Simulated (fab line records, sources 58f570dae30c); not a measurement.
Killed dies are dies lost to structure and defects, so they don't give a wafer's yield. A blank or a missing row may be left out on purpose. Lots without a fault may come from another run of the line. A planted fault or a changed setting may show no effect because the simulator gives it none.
Problem report in the 8D (eight disciplines) form, filled by code | flow berkeley_cmos170 | the parts of the form that need people (team, actions taken, sign-off) are left out

1. THE PROBLEM
PSD_TW at UCB170_PSD_TW_MEAS_10 reads a mean of 2077 on 6 wafers of 2 lots; wafers without a fault read 2321 with a standard deviation of 16. That is -15 standard deviations from the usual mean.
First seen on wafer L148.1, day 9 21:41, on film_metro-01. The record holds 39 wafers of 13 lots with a number at this step. Rule for "out", or "out of limits": more than 4 standard deviations from the usual mean. The other wafers with a number count as sound.

2. WHAT IT IS AND WHAT IT IS NOT
question                    | is                           | is not
which readings at this step | PSD_TW                       | -
which lots                  | L148, L152                   | L139, L140, L141, L142, L143, L147, L151, L154, L157, L161, L162
which wafers of those lots  | all that have a number       | -
read on which gauges        | film_metro-01, film_metro-02 | film_metro-04
when                        | from day 9 21:41             | up to then (15 sound wafers); but 18 sound wafers of L147, L151, L154, L157, L161, L162 came after

3. SUSPECTS, AND WHAT RULES EACH OUT
Counting: a tool at a process step up to the reading stays a suspect if it ran every lot that is out and no sound lot after the first of them.
- the gauge at UCB170_PSD_TW_MEAS_10: ruled out. The wafers that are out were read on 2 gauges (film_metro-01, film_metro-02).
- implanter-04 at UCB170_PSD_IMPLANT_08: kept. It ran every lot that is out, first L148 (day 9 21:26), and no sound lot after that; its last sound lot up to then is L141 (day 8 21:00). Its own readings are out on those wafers: dose_ions_cm2, faraday_current_uA.
Left after counting: implanter-04 at UCB170_PSD_IMPLANT_08.

4. THE CAUSE (what the simulator had put in)
Process parameter drift: implanter-04, from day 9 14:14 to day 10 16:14, at UCB170_PSD_IMPLANT_08. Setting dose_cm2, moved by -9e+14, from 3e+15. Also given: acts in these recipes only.
Counting left only this tool.

5. THE CHAIN OF EFFECTS, in route order
Each row: a reading whose mean over the struck wafers that have a number lies more than 3 standard deviations from the usual. Only readings for which the record gives a usual standard deviation are gone through. hours: the time from each lot's start at the first step in this table that gives one to its start at this step, as a median over the lots. sigmas: the change in usual standard deviations.
hours | step                       | reading                  | usual        | on struck wafers | change     | sigmas
0     | UCB170_PSD_IMPLANT_08      | dose_ions_cm2            | 2.999e+15    | 2.100e+15        | -8.993e+14 | -99 or more
0     | UCB170_PSD_IMPLANT_08      | faraday_current_uA       | 9276         | 6595             | -2681      | -15
0     | UCB170_PSD_STRIP_09        | oes_product_au           | 0.601 a.u.   | 0.653            | +0.052     | +11
0     | UCB170_PSD_STRIP_09        | strip_time_to_endpoint_s | 29.38 s      | 25.76            | -3.62      | -50
0     | UCB170_PSD_TW_MEAS_10      | PSD_TW                   | 2321         | 2077             | -244       | -15
4     | UCB170_SDANNEAL_RS_MEAS_02 | PSD_RS                   | 75.54 ohm/sq | 96.44            | +20.90     | +75
The process steps in it:
- UCB170_PSD_IMPLANT_08
- UCB170_PSD_STRIP_09: strips in O2.

6. WHAT WOULD HAVE CAUGHT IT SOONER
In this record the first reading out of limits at a measuring or inspecting step was taken at day 9 21:41, 7 hours after the fault began at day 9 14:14.
The tool's own readings at UCB170_PSD_IMPLANT_08 were out on every struck wafer that the step has a row for (dose_ions_cm2, faraday_current_uA): an alarm limit on them would have fired on the first of those.
Of the lots that are out (2), L152 began UCB170_PSD_IMPLANT_08 on implanter-04 after day 9 21:41. A hold on the tool at that time would have spared it.
